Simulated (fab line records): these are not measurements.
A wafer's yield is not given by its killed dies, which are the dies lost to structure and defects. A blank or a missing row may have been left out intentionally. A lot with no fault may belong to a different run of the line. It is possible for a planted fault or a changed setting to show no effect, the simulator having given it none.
A lot that was struck, set against a sound lot + flow rit-cmos + 17 steps out of a route of 202
Sound: wafers L581.4, L581.5, L581.6. Struck: wafers L587.1, L587.3, L587.4. The cause is given at the end.
Per side, at each step with rows, come the tool, then ch with its chambers, and then its first start. Under that, the readings that differ: sound wafers + struck wafers + difference of the means + sigmas: that difference in standard deviations of wafers without a fault.
alike: a reading whose means differ by less than 2 such deviations, as well as words and numbers matching on both sides. not compared: withheld readings; readings where some wafer has no value; bounds like >300 that might hide an equal value; numbers whose values overlap and for which the record gives no deviation.
Wherever a step has rows on one side only, a row that says differs or no value, or a row with sigmas, the two part there. Non-overlapping numbers with no deviation appear without sigmas and do not part them. A reading missing from all wafers of one side parts the sides only when that side holds two or more wafers.

RIT_PWELL_TW_MEAS_10:
  sound on film-metro-02 at day 3 23:17; struck on film-metro-01 at day 5 03:26
  alike: PWELL_TW
then, 1 step without rows for these wafers: RIT_WELLDRIVE_ANNEAL_00 (time 14700 s).
RIT_WELLDRIVE_RS_MEAS_01: the measuring method here is four-point-probe.
  sound on film-metro-04 at day 4 05:29; struck on film-metro-04 at day 5 09:12
  alike: NWELL_RS
RIT_WELLDRIVE_RS_MEAS_02: the measuring method here is four-point-probe.
  sound on film-metro-04 at day 4 05:37; struck on film-metro-04 at day 5 09:19
  alike: PWELL_RS
then, 6 steps without rows for these wafers: RIT_NRETRO_HMDS_00 (prime time 60 s); RIT_NRETRO_COAT_01 (resist thk 1300 nm); RIT_NRETRO_SOFTBAKE_02 (time 60 s); RIT_NRETRO_EXPOSE_03 (exposes mask M4, target cd 43900 nm); RIT_NRETRO_PEB_04; RIT_NRETRO_DEVELOP_05 (develop time 68 s).
RIT_NRETRO_OVL_MEAS_06:
  sound on overlay-02 at day 4 06:41; struck on overlay-01 at day 5 10:19
  alike: NRETRO_OVL
then, 1 step without rows for these wafers: RIT_NRETRO_HARDBAKE_07 (time 120 s).
RIT_NRETRO_IMPLANT_08:
  sound on implanter-04 ch 0, day 4 07:02; struck on implanter-03 ch 0, day 5 10:37
| reading            | sound                         | struck                        | difference | sigmas      |
|--------------------|-------------------------------|-------------------------------|------------|-------------|
| dose-ions-cm2      | 9.995e+12 9.978e+12 9.982e+12 | 7.804e+12 7.795e+12 7.803e+12 | -2.184e+12 | -99 or more |
| faraday-current-uA | 32.1 31.8 30.9                | 24.6 24.5 24.3                | -7.1       | -12         |
RIT_NRETRO_STRIP_09: strips in O2, time 180 s.
  sound on plasma-asher-04 ch 0,1, day 4 07:10; struck on plasma-asher-04 ch 0,1, day 5 10:46
  alike: drypump-motor-current-A
  not compared: rf-hours-counter-h
RIT_NRETRO_TW_MEAS_10:
  sound on film-metro-02 at day 4 07:19; struck on film-metro-03 at day 5 10:56
| reading   | sound          | struck      | difference | sigmas |
|-----------|----------------|-------------|------------|--------|
| NRETRO_TW | 1065 1060 1065 | 952 957 952 | -110       | -8     |
then, 1 step without rows for these wafers: RIT_PRETRO_HMDS_00 (prime time 60 s).
RIT_M1_PROBE_99:
  sound on prober-02 at day 5 11:35; struck on prober-02 at day 6 17:16
| reading                                    | sound                | struck               | difference | sigmas |
|--------------------------------------------|----------------------|----------------------|------------|--------|
| model.etest.pmos-narrow.drive-ua-um        | 96.56 98.37 95.02    | 104.4 107.8 110.1    | +10.8      |        |
| model.etest.pmos_0p3.drive-ua-um           | 96.91 98.23 94.54    | 102.7 105.3 108.1    | +8.8       |        |
| model.etest.well-edge-left.line-ohm-um     | 182 184.8 183.5      | 185.3 187.2 187      | +3.1       |        |
| model.etest.pmos_0p15.off-log10-a-um       | -10.58 -10.66 -10.82 | -9.75 -10.09 -9.741  | +0.83      |        |
| model.etest.retro-edge-pmos.off-log10-a-um | -10.43 -10.58 -10.68 | -9.608 -9.792 -9.629 | +0.887     |        |
| model.etest.pmos-narrow.off-log10-a-um     | -12.97 -12.8 -12.99  | -12.61 -12.51 -12.53 | +0.37      |        |
| model.etest.pmos_0p3.off-log10-a-um        | -13.1 -13.01 -13.01  | -12.95 -12.69 -12.66 | +0.27      |        |
  alike: killed-at-contacts, killed-at-front-end, killed-dies, killed-open, killed-short
  not compared: model.etest.well-edge-right.line-ohm-um

WHERE THEY PART
Earliest at RIT_NRETRO_IMPLANT_08; latest, in this record, at RIT_NRETRO_TW_MEAS_10. Later steps at which nothing parts them and some readings are alike: RIT_M1_PROBE_99.

WHY: whatever the simulator had introduced
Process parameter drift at RIT_NRETRO_IMPLANT_08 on implanter-03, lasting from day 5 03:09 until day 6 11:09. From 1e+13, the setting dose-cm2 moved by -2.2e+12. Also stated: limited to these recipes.
